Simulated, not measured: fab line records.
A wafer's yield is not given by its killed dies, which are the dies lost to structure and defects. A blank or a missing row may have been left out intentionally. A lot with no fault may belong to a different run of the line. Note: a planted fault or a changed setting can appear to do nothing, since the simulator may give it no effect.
Split-lot trial	flow berkeley_cmos170	23 wafers read across 5 lots, on a route 331 steps long

## THE SPLIT
At UCB170_NLDD_COAT_01 (resist thk 900 nm), the setting spin_rpm was moved away from the recipe's 1500 rpm on 4 of the 23 wafers read, by -3.9% to +6.0%. This setting was run at the recipe's value on the other wafers.

The split's own step is where the reading is taken.

## THE READING
KrF_of_NLDD_COAT_01.thk_nm (the simulator's own value, which no gauge read), in nm, at UCB170_NLDD_COAT_01 (resist thk 900 nm). No usual value for it is given in the file. The 19 wafers here that ran the recipe average 898.1 nm, standard deviation 2.3 nm.

wafer	tool, chamber at the split	spin_rpm as run, rpm	against the recipe	KrF_of_NLDD_COAT_01.thk_nm, nm	against lot-mates on the recipe
L077.1	litho_track-03, 0	1500	recipe	896.1	-
L077.2	litho_track-03, 0	1500	recipe	899.2	-
L077.3	litho_track-03, 0	1500	recipe	896.7	-
L077.4	litho_track-03, 0	1500	recipe	897.7	-
L077.5	litho_track-03, 0	1500	recipe	895.9	-
L075.1	litho_track-01, 0	1500	recipe	897.8	-
L075.3	litho_track-01, 0	1500	recipe	897.3	-
L075.4	litho_track-01, 0	1590	+6.0%	874.3	-23.6
L075.5	litho_track-01, 0	1500	recipe	898.5	-
L075.6	litho_track-01, 0	1590	+6.0%	872.8	-25.1
L078.1	litho_track-03, 0	1500	recipe	897.5	-
L078.3	litho_track-03, 0	1500	recipe	896.9	-
L078.6	litho_track-03, 0	1500	recipe	897.6	-
L080.1	litho_track-03, 0	1500	recipe	897.2	-
L080.2	litho_track-03, 0	1442	-3.9%	912.2	+16.7
L080.3	litho_track-03, 0	1500	recipe	895.3	-
L080.4	litho_track-03, 0	1442	-3.9%	914.4	+18.9
L080.5	litho_track-03, 0	1500	recipe	894	-
L082.1	litho_track-03, 0	1500	recipe	899	-
L082.2	litho_track-03, 0	1500	recipe	904.1	-
L082.3	litho_track-03, 0	1500	recipe	900.3	-
L082.5	litho_track-03, 0	1500	recipe	902	-
L082.6	litho_track-03, 0	1500	recipe	900.5	-

THE FIT
A straight line over all 23 wafers: KrF_of_NLDD_COAT_01.thk_nm changes by -4.04 nm for each +1% of spin_rpm; r = -0.97; the points scatter about the line by 2.3 nm.
The same after taking each lot's own level away (the mean of its wafers on the recipe; 23 wafers): -4.22 nm for each +1%; r = -0.99; scatter 1.3 nm.
The reading moves by 25 nm for the largest change in spin_rpm, on that fit.
Measured against the standard deviation above, the lots' own levels, which go from 895.50 to 901.18 nm, span 2.4 times it.
Hence the lot-to-lot level has little effect on the slope; both slopes agree.
Check: for one of the wafers moved furthest among these (+6.0%), held out of the fit, the line's prediction against its lot-mates is -26.1 nm. Against them it came out at -23.6 nm.

## FURTHER SPLITS ON THESE WAFERS
These wafers also went through other splits before the reading. Each is held against what the fit with the lots' levels taken away leaves over:
other split on the same wafers	wafers away from the commonest value	r with KrF_of_NLDD_COAT_01.thk_nm (lot level and that fit taken away)
UCB170_GATE_EXPOSE_09 dose_mj	11	+0.00
UCB170_PLDD_EXPOSE_03 dose_mj	5	-0.05

## THE WHOLE CHAIN: every reading that the file lists as answering this split, in the file's order
step	what it does	reading	change (the file's fit)	r (the file's)
UCB170_NLDD_COAT_01	resist thk 900 nm	KrF_of_NLDD_COAT_01.thk_nm (the simulator's own value, which no gauge read)	-4.21 nm for each +1% of the setting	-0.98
UCB170_NLDD_STRIP_10	strips in O2	strip_time_to_endpoint_s	withheld for each +1% of the setting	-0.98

## FILE'S OWN FIT
KrF_of_NLDD_COAT_01.thk_nm changes by -4.21 nm for each +1% of spin_rpm, r = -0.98.
